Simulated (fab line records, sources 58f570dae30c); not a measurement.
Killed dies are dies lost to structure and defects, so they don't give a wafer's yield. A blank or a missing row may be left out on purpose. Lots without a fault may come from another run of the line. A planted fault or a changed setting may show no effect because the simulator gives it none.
Which tool did it? | flow berkeley_cmos170 | 14 lots, 42 wafers sampled, at 5 steps of a route of 331

WHAT THE GAUGES READ, wafer by wafer
UCB170_GATE_THK_MEAS_05.
lot  | measured     | on            | GATE_POLY_THK (nm)
L165 | day 6 13:15  | film_metro-04 | 216.3 216.4 215.5
L167 | day 7 18:24  | film_metro-01 | 213.3 213.5 211.5
L168 | day 7 18:28  | film_metro-01 | 210.7 207.9 209.3
L169 | day 7 18:28  | film_metro-04 | 212.4 213.9 213.1
L171 | day 8 17:32  | film_metro-04 | 224.5 224.0 225.2
L172 | day 8 17:32  | film_metro-02 | 224.4 225.2 223.4
L173 | day 9 00:10  | film_metro-04 | 213.4 213.4 213.6
L181 | day 10 02:46 | film_metro-02 | 211.4 211.6 211.6
L182 | day 10 20:00 | film_metro-01 | 211.1 209.2 211.2
L183 | day 10 20:00 | film_metro-04 | 210.5 211.3 210.9
L184 | day 11 06:50 | film_metro-04 | 215.8 215.7 213.9
L185 | day 11 06:47 | film_metro-01 | 210.9 210.6 209.7
L186 | day 11 06:47 | film_metro-02 | 212.8 213.2 213.3
L188 | day 12 02:04 | film_metro-02 | 215.0 212.8 214.6

UCB170_NSD_CD_MEAS_06: target cd 1200 nm.
lot  | measured     | on        | cd_nm (nm)
L165 | day 7 07:16  | cd_sem-02 | 1202.4 1202.4 1201.7
L167 | day 8 10:56  | cd_sem-02 | 1201.3 1199.9 1199.9
L168 | day 8 11:23  | cd_sem-02 | 1201.2 1201.9 1201.7
L169 | day 8 11:27  | cd_sem-01 | 1201.0 1201.3 1201.8
L171 | day 9 07:39  | cd_sem-02 | 1199.5 1198.2 1198.9
L172 | day 9 07:53  | cd_sem-02 | 1198.9 1198.1 1198.8
L173 | day 9 14:35  | cd_sem-02 | 1199.6 1198.9 1199.8
L181 | day 10 20:02 | cd_sem-01 | 1202.1 1202.1 1202.0
L182 | day 11 11:35 | cd_sem-01 | 1200.0 1199.7 1200.3
L183 | day 11 11:51 | cd_sem-01 | 1199.6 1200.9 1200.7
L184 | day 11 23:25 | cd_sem-01 | 1199.4 1200.1 1197.7
L185 | day 11 23:07 | cd_sem-01 | 1198.1 1199.9 1200.4
L186 | day 11 23:09 | cd_sem-02 | 1199.8 1200.4 1200.0
L188 | day 12 18:47 | cd_sem-01 | 1199.4 1200.7 1201.1

UCB170_V1_THK_MEAS_01.
lot  | measured     | on            | V1_TEOS_THK (nm)
L165 | day 7 20:10  | film_metro-02 | 1966 2015 2034
L167 | day 8 21:04  | film_metro-02 | 2018 1956 2028
L168 | day 9 00:46  | film_metro-03 | 1961 1949 1977
L169 | day 9 00:46  | film_metro-02 | 1977 2034 2033
L171 | day 9 19:19  | film_metro-03 | 2006 2027 2009
L172 | day 9 20:39  | film_metro-02 | 1967 2027 2016
L173 | day 10 03:33 | film_metro-03 | 1940 1948 1980
L181 | day 11 06:47 | film_metro-03 | 2025 2001 2036
L182 | day 12 00:51 | film_metro-03 | 1982 1998 2032
L183 | day 11 23:31 | film_metro-01 | 1957 1967 1975
L184 | day 12 11:42 | film_metro-01 | 2010 2017 2019
L185 | day 12 13:05 | film_metro-03 | 2017 2024 2030
L186 | day 12 13:02 | film_metro-03 | 1946 2034 1992
L188 | day 13 08:09 | film_metro-03 | 1958 2030 1986

WHICH TOOL RAN EACH LOT (tool, then ch and the chambers of the sampled wafers, then the start)
lot  | UCB170_GATE_CVD_04          | UCB170_PSD_STRIP_09
L165 | lpcvd-02 ch 0, day 6 11:47  | plasma_asher-04 ch 0,1, day 7 04:03
L167 | lpcvd-02 ch 1, day 7 17:00  | plasma_asher-04 ch 0,1, day 8 09:16
L168 | lpcvd-02 ch 1, day 7 17:00  | plasma_asher-01 ch 0,1, day 8 09:24
L169 | lpcvd-02 ch 1, day 7 17:00  | plasma_asher-04 ch 0,1, day 8 09:40
L171 | lpcvd-02 ch 1, day 8 16:08  | plasma_asher-02 ch 0,1, day 9 06:07
L172 | lpcvd-02 ch 1, day 8 16:08  | plasma_asher-04 ch 0,1, day 9 06:33
L173 | lpcvd-01 ch 1, day 8 22:45  | plasma_asher-01 ch 0,1, day 9 13:20
L181 | lpcvd-01 ch 0, day 10 00:38 | plasma_asher-04 ch 0,1, day 10 18:01
L182 | lpcvd-01 ch 0, day 10 18:36 | plasma_asher-02 ch 0,1, day 11 09:11
L183 | lpcvd-01 ch 1, day 10 18:36 | plasma_asher-04 ch 0,1, day 11 09:27
L184 | lpcvd-01 ch 0, day 11 05:19 | plasma_asher-01 ch 0,1, day 11 21:33
L185 | lpcvd-01 ch 1, day 11 05:19 | plasma_asher-04 ch 1, day 11 21:04
L186 | lpcvd-01 ch 1, day 11 05:19 | plasma_asher-01 ch 0,1, day 11 21:00
L188 | lpcvd-01 ch 0, day 12 00:38 | plasma_asher-04 ch 0,1, day 12 17:08
- UCB170_GATE_CVD_04: deposits poly-Si from SiH4, time 1440 s, target thk 214 nm.
- UCB170_PSD_STRIP_09: strips in O2.

WHAT THE TOOLS THEMSELVES READ (means of the sampled wafers that have a number; where no wafer has one, the mark that the record gives instead)
UCB170_GATE_CVD_04.
lot  | tool     | spike_tc_source_C (C) | zone_power_load_pct (%)
L165 | lpcvd-02 | 633                   | 12.7
L167 | lpcvd-02 | 633                   | 12.4
L168 | lpcvd-02 | 633                   | 12.3
L169 | lpcvd-02 | 634                   | 12.2
L171 | lpcvd-02 | 632                   | 12.2
L172 | lpcvd-02 | 633                   | 12.3
L173 | lpcvd-01 | 625                   | 10.6
L181 | lpcvd-01 | 634                   | 13.5
L182 | lpcvd-01 | 634                   | 13.3
L183 | lpcvd-01 | 625                   | 10.5
L184 | lpcvd-01 | 634                   | 13.5
L185 | lpcvd-01 | 626                   | 10.5
L186 | lpcvd-01 | 625                   | 10.6
L188 | lpcvd-01 | 634                   | 13.6

UCB170_PSD_STRIP_09.
lot  | tool            | drypump_motor_current_A (A) | oes_product_au (a.u.) | strip_time_to_endpoint_s (s)
L165 | plasma_asher-04 | 5.8                         | 0.603                 | 29.45
L167 | plasma_asher-04 | 5.3                         | 0.597                 | 29.42
L168 | plasma_asher-01 | 6.2                         | 0.603                 | 29.36
L169 | plasma_asher-04 | 5.3                         | 0.604                 | 29.42
L171 | plasma_asher-02 | 6.3                         | 0.598                 | 29.54
L172 | plasma_asher-04 | 5.3                         | 0.601                 | 29.53
L173 | plasma_asher-01 | 6.2                         | 0.597                 | 29.31
L181 | plasma_asher-04 | 5.3                         | 0.597                 | 29.36
L182 | plasma_asher-02 | 6.3                         | 0.597                 | 29.42
L183 | plasma_asher-04 | 5.3                         | 0.598                 | 29.39
L184 | plasma_asher-01 | 6.2                         | 0.604                 | 29.35
L185 | plasma_asher-04 | 4.8                         | 0.599                 | 29.43
L186 | plasma_asher-01 | 6.2                         | 0.603                 | 29.45
L188 | plasma_asher-04 | 5.9                         | 0.601                 | 29.47

THE ANSWER, worked out from the rows above alone
Rule: what is usual is taken from the lots themselves. Put in order of their means at a reading, lots are off if they are a third of the lots or fewer, leave a main group of 4 or more, and stand apart from it by a gap of 3 or more times the standard deviation of the main group's means; of several such gaps the widest counts. A main group whose means are all the same, to the digits that the tables above print for the reading, isn't used. A lot without any number at a reading at which 4 lots or more have one is off too. The other lots that the step has rows for count as sound. The gauges are gone through in route order, then the tools' own readings, and for those a lot's mean is taken as printed above. The first step at which some lot is off is used, and at that step the reading that is off furthest; a lot without a number counts as furthest.
Off: L171, L172, at UCB170_GATE_THK_MEAS_05 (GATE_POLY_THK). The main group: mean 212.5 nm, standard deviation 2.
A tool fits if, at a process step before that reading, it ran every lot that is off, and no sound lot after the first of them. The gauges at UCB170_GATE_THK_MEAS_05 are tried like those tools. One fits: lpcvd-02 at UCB170_GATE_CVD_04. Its last sound lot is L167 (day 7 17:00), its first lot that is off L171 (day 8 16:08): a fault that began between those two fits.

WHAT THE SIMULATOR HAD PUT IN
Process parameter drift: lpcvd-02, from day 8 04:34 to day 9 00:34, at UCB170_GATE_CVD_04. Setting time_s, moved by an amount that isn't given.
Lots struck among those shown: L171, L172. The rule above found the same.
